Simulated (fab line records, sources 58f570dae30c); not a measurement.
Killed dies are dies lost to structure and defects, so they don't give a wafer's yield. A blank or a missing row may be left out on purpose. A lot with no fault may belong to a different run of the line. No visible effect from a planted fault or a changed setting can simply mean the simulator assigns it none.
What tool caused it? || flow berkeleyCmos170 || 7 lots with 21 wafers sampled at 2 steps, on a route of 331 steps

== WHAT THE GAUGES READ, wafer by wafer ==
UCB170_NSD_CD_MEAS_06: the cd target is 1200 nm.
{"lot": "L514", "measured": "day 8 02:31", "on": "cdSem-01", "cdNm (nm)": "1200.5 1199.3 1200.8"}
{"lot": "L518", "measured": "day 8 16:01", "on": "cdSem-01", "cdNm (nm)": "1199.6 1202.5 1202.0"}
{"lot": "L520", "measured": "day 9 09:38", "on": "cdSem-01", "cdNm (nm)": "1202.6 1203.1 1202.0"}
{"lot": "L525", "measured": "day 10 04:58", "on": "cdSem-02", "cdNm (nm)": "1199.3 1200.0 1198.2"}
{"lot": "L532", "measured": "day 10 22:23", "on": "cdSem-02", "cdNm (nm)": "1199.5 1198.1 1199.6"}
{"lot": "L533", "measured": "day 11 15:19", "on": "cdSem-02", "cdNm (nm)": "1202.0 1204.1 1203.2"}
{"lot": "L536", "measured": "day 12 04:25", "on": "cdSem-01", "cdNm (nm)": "1201.2 1201.2 1201.0"}

== EACH LOT AND THE TOOL THAT RAN IT (in order: tool; ch and the chambers of the sampled wafers; start) ==
{"lot": "L514", "UCB170_NSD_COAT_01": "lithoTrack-02 ch 0, day 8 01:34"}
{"lot": "L518", "UCB170_NSD_COAT_01": "lithoTrack-04 ch 0, day 8 15:02"}
{"lot": "L520", "UCB170_NSD_COAT_01": "lithoTrack-04 ch 0, day 9 08:28"}
{"lot": "L525", "UCB170_NSD_COAT_01": "lithoTrack-02 ch 0, day 10 03:29"}
{"lot": "L532", "UCB170_NSD_COAT_01": "lithoTrack-02 ch 0, day 10 21:07"}
{"lot": "L533", "UCB170_NSD_COAT_01": "lithoTrack-04 ch 0, day 11 14:08"}
{"lot": "L536", "UCB170_NSD_COAT_01": "lithoTrack-04 ch 0, day 12 02:35"}
- UCB170_NSD_COAT_01: resist thk 900 nm.

== THE ANSWER, worked out from the rows above alone ==
Rule: the usual values come from the lots themselves. Put in order of their means at a reading, lots are off if they are a third of the lots or fewer, leave a main group of 4 or more, and stand apart from it by a gap of 3 or more times the standard deviation of the main group's means; of several such gaps the widest counts. A main group is skipped when, at the precision printed for the reading in the tables above, its means are all equal. Also off: a lot with no number at a reading for which 4 or more lots have one. The other lots that the step has rows for count as sound.
No lot is off at any reading shown: from this, nothing can be told.

== WHAT THE SIMULATOR HAD INSERTED ==
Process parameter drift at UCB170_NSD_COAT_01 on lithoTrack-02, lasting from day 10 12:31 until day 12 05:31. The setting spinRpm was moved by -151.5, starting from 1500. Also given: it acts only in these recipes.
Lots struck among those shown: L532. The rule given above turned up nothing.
